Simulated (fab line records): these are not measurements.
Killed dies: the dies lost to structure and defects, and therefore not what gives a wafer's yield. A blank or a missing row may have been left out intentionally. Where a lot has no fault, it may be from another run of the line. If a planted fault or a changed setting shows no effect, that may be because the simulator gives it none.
2 desks looking at one fault    flow ritCmos    each desk has only its own numbers; what lay behind them comes last

THE METROLOGY DESK
What the gauges read, lot by lot, whatever tool the lot ran on: means of the sampled wafers that have a number. Any lot whose mean is over 4 standard deviations away from the usual mean is out of limits and marked OUT; that distance is given in the brackets.
Columns: A = INCOMING_BOW at RIT_ACTIVE_BOW_MEAS_00, usual 0 um; B = GATE_OVL at RIT_GATE_OVL_MEAS_17, usual 1.3 nm
lot   first seen here  A   B
L156  day 2 06:00      1   1.0
L157  day 2 11:00      -1  1.8
L158  day 2 16:00      5   -0.2
L161  day 3 07:02      3   0.2
L163  day 3 17:02      1   -0.4
L165  day 4 03:04      -2  0.4
L167  day 4 13:01      -3  1.8
L168  day 4 18:01      -7  -0.6
L169  day 4 23:00      -2  2.1
L170  day 5 04:01      -1  -0.6
L171  day 5 09:01      3   1.8
L172  day 5 14:01      1   0.5
L173  day 5 19:00      -0  0.9
L174  day 6 00:00      6   1.7
L175  day 6 05:01      -3  1.6
This desk found nothing out of limits on any of the 15 lots.

AT THE TOOL OWNER'S DESK: ilineStepper-01
The tool's own readings at RIT_NWELL_EXPOSE_03 (exposes mask M2, target cd 43900 nm): means of the sampled wafers that have a number, for each lot that ran on this tool. Any lot whose mean is over 4 standard deviations away from the usual mean is out of limits and marked OUT; that distance is given in the brackets.
Columns: A = exposureDoseMJCm2 at RIT_NWELL_EXPOSE_03, usual 250.01; B = focusOffsetNm at RIT_NWELL_EXPOSE_03, usual 0.0 nm; C = reticleTempC at RIT_NWELL_EXPOSE_03, usual 23.00 C
lot   first seen here  A       B     C
L158  day 3 10:38      249.79  0.6   23.00
L161  day 3 20:47      250.26  -0.2  22.94
L165  day 4 14:46      250.08  0.4   23.07
L170  day 5 17:09      250.19  0.9   22.91
L171  day 5 20:41      249.77  -0.2  23.04
This desk found nothing out of limits on any of the 5 lots.

TAKEN TOGETHER
Nothing out of limits was seen by the metrology desk.
The tool owner's desk saw nothing out of limits.

WHAT HAD BEEN PUT IN BY THE SIMULATOR
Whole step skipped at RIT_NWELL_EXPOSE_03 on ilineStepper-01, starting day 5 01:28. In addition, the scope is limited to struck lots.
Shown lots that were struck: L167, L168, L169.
